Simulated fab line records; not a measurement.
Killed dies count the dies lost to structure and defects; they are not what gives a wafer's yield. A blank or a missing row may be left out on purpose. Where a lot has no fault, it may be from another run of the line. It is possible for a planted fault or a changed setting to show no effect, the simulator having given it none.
Split-lot experiment :: flow berkeley cmos170 :: on a route of 331 steps: 5 lots, 23 wafers read

SPLIT DETAILS
At UCB170_M3_SPUTTER_01 (material Al, target thk 900 nm, time 120 s), the setting time s was moved away from the recipe's 120 s on 8 of the 23 wafers read, by -13.3% to -6.4%. The other wafers ran this setting at the recipe's value.

FROM SPLIT TO READING: 1 step shown by the file between the two
- UCB170_M3_RS_MEAS_02: measures by four-point-probe

THE READING
M3_AL_THK, in nm, at UCB170_M3_THK_MEAS_03 (measures by xrf). On this fab line, fault-free wafers typically give 887 nm with a standard deviation of 9.2 nm.

wafer: L074.1
tool, chamber at the split: pvd sputter-01, -
time s as run, s: 105.3
against the recipe: -12.3%
M3_AL_THK, nm: 776
against lot-mates on the recipe: -112

wafer: L074.2
tool, chamber at the split: pvd sputter-01, -
time s as run, s: 105.3
against the recipe: -12.3%
M3_AL_THK, nm: 774
against lot-mates on the recipe: -114

wafer: L074.3
tool, chamber at the split: pvd sputter-01, -
time s as run, s: 120
against the recipe: recipe
M3_AL_THK, nm: 882
against lot-mates on the recipe: -

wafer: L074.4
tool, chamber at the split: pvd sputter-01, -
time s as run, s: 105.3
against the recipe: -12.3%
M3_AL_THK, nm: 777
against lot-mates on the recipe: -110

wafer: L074.5
tool, chamber at the split: pvd sputter-01, -
time s as run, s: 120
against the recipe: recipe
M3_AL_THK, nm: 893
against lot-mates on the recipe: -

wafer: L075.1
tool, chamber at the split: pvd sputter-04, -
time s as run, s: 120
against the recipe: recipe
M3_AL_THK, nm: 883
against lot-mates on the recipe: -

wafer: L075.2
tool, chamber at the split: pvd sputter-04, -
time s as run, s: 120
against the recipe: recipe
M3_AL_THK, nm: 874
against lot-mates on the recipe: -

wafer: L075.3
tool, chamber at the split: pvd sputter-04, -
time s as run, s: 104
against the recipe: -13.3%
M3_AL_THK, nm: 769
against lot-mates on the recipe: -112

wafer: L075.5
tool, chamber at the split: pvd sputter-04, -
time s as run, s: 104
against the recipe: -13.3%
M3_AL_THK, nm: 762
against lot-mates on the recipe: -119

wafer: L075.6
tool, chamber at the split: pvd sputter-04, -
time s as run, s: 120
against the recipe: recipe
M3_AL_THK, nm: 886
against lot-mates on the recipe: -

wafer: L081.1
tool, chamber at the split: pvd sputter-01, -
time s as run, s: 120
against the recipe: recipe
M3_AL_THK, nm: 896
against lot-mates on the recipe: -

wafer: L081.2
tool, chamber at the split: pvd sputter-01, -
time s as run, s: 112.3
against the recipe: -6.4%
M3_AL_THK, nm: 853
against lot-mates on the recipe: -44

wafer: L081.4
tool, chamber at the split: pvd sputter-01, -
time s as run, s: 112.3
against the recipe: -6.4%
M3_AL_THK, nm: 850
against lot-mates on the recipe: -47

wafer: L081.5
tool, chamber at the split: pvd sputter-01, -
time s as run, s: 112.3
against the recipe: -6.4%
M3_AL_THK, nm: 849
against lot-mates on the recipe: -48

wafer: L081.6
tool, chamber at the split: pvd sputter-01, -
time s as run, s: 120
against the recipe: recipe
M3_AL_THK, nm: 898
against lot-mates on the recipe: -

wafer: L080.1
tool, chamber at the split: pvd sputter-02, -
time s as run, s: 120
against the recipe: recipe
M3_AL_THK, nm: 891
against lot-mates on the recipe: -

wafer: L080.3
tool, chamber at the split: pvd sputter-02, -
time s as run, s: 120
against the recipe: recipe
M3_AL_THK, nm: 883
against lot-mates on the recipe: -

wafer: L080.4
tool, chamber at the split: pvd sputter-02, -
time s as run, s: 120
against the recipe: recipe
M3_AL_THK, nm: 884
against lot-mates on the recipe: -

wafer: L085.1
tool, chamber at the split: pvd sputter-04, -
time s as run, s: 120
against the recipe: recipe
M3_AL_THK, nm: 900
against lot-mates on the recipe: -

wafer: L085.2
tool, chamber at the split: pvd sputter-04, -
time s as run, s: 120
against the recipe: recipe
M3_AL_THK, nm: 910
against lot-mates on the recipe: -

wafer: L085.3
tool, chamber at the split: pvd sputter-04, -
time s as run, s: 120
against the recipe: recipe
M3_AL_THK, nm: 891
against lot-mates on the recipe: -

wafer: L085.5
tool, chamber at the split: pvd sputter-04, -
time s as run, s: 120
against the recipe: recipe
M3_AL_THK, nm: 902
against lot-mates on the recipe: -

wafer: L085.6
tool, chamber at the split: pvd sputter-04, -
time s as run, s: 120
against the recipe: recipe
M3_AL_THK, nm: 890
against lot-mates on the recipe: -

FIT RESULTS
A straight line over all 23 wafers: M3_AL_THK changes by +9.13 nm for each +1% of time s; r = +0.98; the points scatter about the line by 10 nm.
The same after taking each lot's own level away (the mean of its wafers on the recipe; 23 wafers): +8.77 nm for each +1%; r = +0.99; scatter 6.3 nm.
On that fit, the largest move of time s shifts the reading by 1.2e+02 nm.
Measured against the standard deviation above, the lots' own levels, which go from 881.0 to 898.6 nm, span 1.9 times it.
Hence the lot-to-lot level has little effect on the slope; both slopes agree.
Check: for one of the wafers moved furthest among these (-13.3%), held out of the fit, the line's prediction against its lot-mates is -117 nm. It came out at -112 nm against them.

FURTHER SPLITS ON THESE WAFERS
These wafers also went through other splits before the reading. Each is held against what the fit with the lots' levels taken away leaves over:
other split on the same wafers: UCB170_V2_EXPOSE_09 dose mj
wafers away from the commonest value: 10
r with M3_AL_THK (lot level and that fit taken away): -0.42

THE WHOLE CHAIN: every reading that the file lists as answering this split, in the file's order
step: UCB170_M3_SPUTTER_01
what it does: material Al, target thk 900 nm, time 120 s
reading: Al_of_M3_SPUTTER_01.thk nm (the simulator's own value, which no gauge read)
change (the file's fit): +8.58 nm for each +1% of the setting
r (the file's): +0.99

step: UCB170_M3_RS_MEAS_02
what it does: measures by four-point-probe
reading: M3_AL_RS
change (the file's fit): -0.000357 for each +1% of the setting
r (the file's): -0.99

step: UCB170_M3_THK_MEAS_03
what it does: measures by xrf
reading: M3_AL_THK
change (the file's fit): +8.69 for each +1% of the setting
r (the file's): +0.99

THE FILE'S OWN FIT
M3_AL_THK changes by +8.69 nm for each +1% of time s, r = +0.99.
